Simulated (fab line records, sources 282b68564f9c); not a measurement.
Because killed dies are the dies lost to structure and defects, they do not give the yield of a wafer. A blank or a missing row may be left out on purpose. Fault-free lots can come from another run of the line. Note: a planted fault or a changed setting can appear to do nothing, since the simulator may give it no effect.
Which tool did it? + flow rit cmos + 14 lots, 42 wafers sampled, at 6 steps of a route of 202

WHAT THE GAUGES SHOWED, per wafer
RIT_ACTIVE_CD_MEAS_11: the cd target is 1400 nm.
| lot  | measured    | on        | cd nm (nm)           |
|------|-------------|-----------|----------------------|
| L528 | day 1 21:34 | cd sem-01 | 1401.0 1398.0 1399.9 |
| L529 | day 2 00:47 | cd sem-02 | 1396.8 1398.5 1397.7 |
| L530 | day 2 06:57 | cd sem-01 | 1399.7 1401.1 1397.9 |
| L531 | day 2 10:26 | cd sem-01 | 1396.9 1399.6 1396.5 |
| L532 | day 2 17:21 | cd sem-01 | 1399.7 1401.9 1401.3 |
| L534 | day 3 07:38 | cd sem-02 | 1399.3 1401.2 1398.1 |
| L535 | day 3 07:50 | cd sem-01 | 1400.8 1398.5 1397.7 |
| L536 | day 3 14:37 | cd sem-01 | 1398.6 1398.4 1398.4 |
| L539 | day 4 04:43 | cd sem-02 | 1397.0 1397.1 1398.4 |
| L540 | day 4 07:53 | cd sem-02 | 1395.0 1396.9 1396.4 |
| L542 | day 4 17:28 | cd sem-02 | 1405.2 1403.3 1403.9 |
| L545 | day 5 09:11 | cd sem-02 | 1400.0 1397.0 1399.7 |
| L548 | day 6 00:00 | cd sem-02 | 1398.8 1399.0 1398.0 |
| L549 | day 6 04:37 | cd sem-02 | 1398.5 1400.8 1399.1 |

RIT_FOX2_THK_MEAS_90.
| lot  | measured    | on            | FIELD_OXIDE_LEFT_1_THK (nm) |
|------|-------------|---------------|-----------------------------|
| L528 | day 2 07:02 | film metro-04 | 325 318 321                 |
| L529 | day 2 07:02 | film metro-01 | 318 323 318                 |
| L530 | day 2 17:14 | film metro-04 | 328 331 326                 |
| L531 | day 2 21:54 | film metro-01 | 328 329 331                 |
| L532 | day 3 04:32 | film metro-02 | 327 328 331                 |
| L534 | day 3 14:41 | film metro-01 | 333 333 327                 |
| L535 | day 3 14:40 | film metro-04 | 310 315 322                 |
| L536 | day 3 20:14 | film metro-01 | 325 322 326                 |
| L539 | day 4 10:29 | film metro-01 | 327 323 322                 |
| L540 | day 4 13:29 | film metro-02 | 310 321 311                 |
| L542 | day 4 23:11 | film metro-02 | 315 328 325                 |
| L545 | day 5 14:26 | film metro-02 | 318 328 316                 |
| L548 | day 6 06:50 | film metro-02 | 316 319 314                 |
| L549 | day 6 11:04 | film metro-04 | 319 317 321                 |

RIT_PWELL_TW_MEAS_10.
| lot  | measured    | on            | PWELL_TW       |
|------|-------------|---------------|----------------|
| L528 | day 2 10:38 | film metro-03 | 950 945 950    |
| L529 | day 2 10:23 | film metro-03 | 949 955 955    |
| L530 | day 2 20:40 | film metro-02 | 938 943 940    |
| L531 | day 3 01:08 | film metro-01 | 944 941 947    |
| L532 | day 3 07:53 | film metro-02 | 933 933 923    |
| L534 | day 3 18:39 | film metro-03 | 968 966 963    |
| L535 | day 3 18:23 | film metro-02 | 931 932 934    |
| L536 | day 3 23:49 | film metro-03 | 964 970 967    |
| L539 | day 4 13:41 | film metro-01 | 942 939 937    |
| L540 | day 4 16:43 | film metro-02 | 1086 1084 1086 |
| L542 | day 5 02:47 | film metro-02 | 1084 1088 1087 |
| L545 | day 5 18:20 | film metro-01 | 936 942 940    |
| L548 | day 6 10:04 | film metro-02 | 934 936 939    |
| L549 | day 6 14:17 | film metro-02 | 932 934 937    |

RIT_WELLDRIVE_RS_MEAS_02: uses a four-point probe to measure.
| lot  | measured    | on            | PWELL_RS (ohm/sq) |
|------|-------------|---------------|-------------------|
| L528 | day 2 16:58 | film metro-02 | 429.8 428.1 429.7 |
| L529 | day 2 16:57 | film metro-03 | 427.5 428.4 426.8 |
| L530 | day 3 02:19 | film metro-02 | 429.2 428.1 429.8 |
| L531 | day 3 10:25 | film metro-03 | 429.0 429.5 428.0 |
| L532 | day 3 15:33 | film metro-03 | 428.1 428.2 428.7 |
| L534 | day 4 01:32 | film metro-01 | 429.3 429.5 429.4 |
| L535 | day 3 23:49 | film metro-02 | 427.6 428.1 426.1 |
| L536 | day 4 06:02 | film metro-02 | 429.9 431.7 430.0 |
| L539 | day 4 19:41 | film metro-03 | 429.3 430.5 430.8 |
| L540 | day 4 21:58 | film metro-03 | 319.7 320.7 319.8 |
| L542 | day 5 08:37 | film metro-02 | 320.6 320.7 320.8 |
| L545 | day 5 23:37 | film metro-01 | 431.0 431.2 431.7 |
| L548 | day 6 15:22 | film metro-02 | 431.1 429.9 428.0 |
| L549 | day 6 23:01 | film metro-01 | 428.7 427.7 427.0 |

RIT_PRETRO_TW_MEAS_10.
| lot  | measured    | on            | PRETRO_TW   |
|------|-------------|---------------|-------------|
| L528 | day 2 20:37 | film metro-04 | 477 476 477 |
| L529 | day 2 20:22 | film metro-03 | 472 474 476 |
| L530 | day 3 05:37 | film metro-02 | 467 466 467 |
| L531 | day 3 13:42 | film metro-02 | 466 463 465 |
| L532 | day 3 19:24 | film metro-03 | 484 485 481 |
| L534 | day 4 05:08 | film metro-03 | 481 480 479 |
| L535 | day 4 03:16 | film metro-04 | 478 477 479 |
| L536 | day 4 09:31 | film metro-04 | 478 477 479 |
| L539 | day 4 22:54 | film metro-02 | 464 468 464 |
| L540 | day 5 01:44 | film metro-04 | 473 471 472 |
| L542 | day 5 11:55 | film metro-03 | 483 484 481 |
| L545 | day 6 02:58 | film metro-04 | 473 474 470 |
| L548 | day 6 18:46 | film metro-04 | 471 469 471 |
| L549 | day 7 02:16 | film metro-03 | 481 482 483 |

EACH LOT AND THE TOOL THAT RAN IT (in order: tool; ch and the chambers of the sampled wafers; start)
| lot  | RIT_PWELL_IMPLANT_08           |
|------|--------------------------------|
| L528 | implanter-03 ch 0, day 2 10:20 |
| L529 | implanter-04 ch 0, day 2 10:04 |
| L530 | implanter-03 ch 0, day 2 20:20 |
| L531 | implanter-02 ch 0, day 3 00:48 |
| L532 | implanter-02 ch 0, day 3 07:35 |
| L534 | implanter-04 ch 0, day 3 18:21 |
| L535 | implanter-02 ch 0, day 3 18:04 |
| L536 | implanter-03 ch 0, day 3 23:29 |
| L539 | implanter-02 ch 0, day 4 13:22 |
| L540 | implanter-04 ch 0, day 4 16:23 |
| L542 | implanter-04 ch 0, day 5 02:28 |
| L545 | implanter-03 ch 0, day 5 17:47 |
| L548 | implanter-03 ch 0, day 6 09:47 |
| L549 | implanter-03 ch 0, day 6 14:01 |
- RIT_PWELL_IMPLANT_08

WHAT THE TOOLS THEMSELVES READ (means of the sampled wafers that have a number; where no wafer has one, the mark that the record gives instead)
RIT_PWELL_IMPLANT_08.
| lot  | tool         | dose ions cm2 | faraday current uA |
|------|--------------|---------------|--------------------|
| L528 | implanter-03 | 7e+13         | 219                |
| L529 | implanter-04 | 7e+13         | 221                |
| L530 | implanter-03 | 7e+13         | 219                |
| L531 | implanter-02 | 7e+13         | 225                |
| L532 | implanter-02 | 7e+13         | 219                |
| L534 | implanter-04 | 7e+13         | 221                |
| L535 | implanter-02 | 7e+13         | 223                |
| L536 | implanter-03 | 7e+13         | 227                |
| L539 | implanter-02 | 7e+13         | 227                |
| L540 | implanter-04 | 1e+14         | 354                |
| L542 | implanter-04 | 1e+14         | 354                |
| L545 | implanter-03 | 7e+13         | 220                |
| L548 | implanter-03 | 7e+13         | 220                |
| L549 | implanter-03 | 7e+13         | 223                |

THE ANSWER, worked out from the rows above alone
Rule: the lots themselves supply what counts as usual. The widest of any qualifying gaps counts: lots, ordered by their means at a reading, are off when they make up no more than a third of the lots, leave a main group of 4 or more, and stand apart from it by 3 or more times the standard deviation of that group's means. The tables above print the reading to a certain number of digits; a main group whose means all agree to those digits is not used. A lot without any number at a reading at which 4 lots or more have one is off too. Where the step has rows for the other lots, those lots are counted as sound. The gauges are gone through in route order, then the tools' own readings, and for those a lot's mean is taken as printed above. At the first step where some lot is off, the reading lying furthest off is the one used; lots without a number count as furthest.
Off: L540, L542, at RIT_PWELL_TW_MEAS_10 (PWELL_TW). The main group: mean 944, standard deviation 12.
A tool fits if, at a process step before that reading, it ran every lot that is off, and no sound lot after the first of them. Not tried: the gauges at RIT_PWELL_TW_MEAS_10; whatever is off there is also off at RIT_PWELL_IMPLANT_08, on other tools, and gauge error can't account for it. One fits: implanter-04 at RIT_PWELL_IMPLANT_08. A fault onset in the window from L534 (day 3 18:21, its last sound lot) to L540 (day 4 16:23, its first lot off) fits.
The tool's own readings at RIT_PWELL_IMPLANT_08 bear it out: on the lots that are off they differ by more than 5 times the standard deviation of the sound lots' means. dose ions cm2 reads 1e+14 there against 7e+13 on the sound lots; faraday current uA reads 354 there against 222 on the sound lots.

WHAT THE SIMULATOR HAD INSERTED
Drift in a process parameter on implanter-04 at RIT_PWELL_IMPLANT_08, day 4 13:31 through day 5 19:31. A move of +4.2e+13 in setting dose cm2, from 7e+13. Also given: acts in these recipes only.
Lots struck among those shown: L540, L542. The same result came from the rule above.
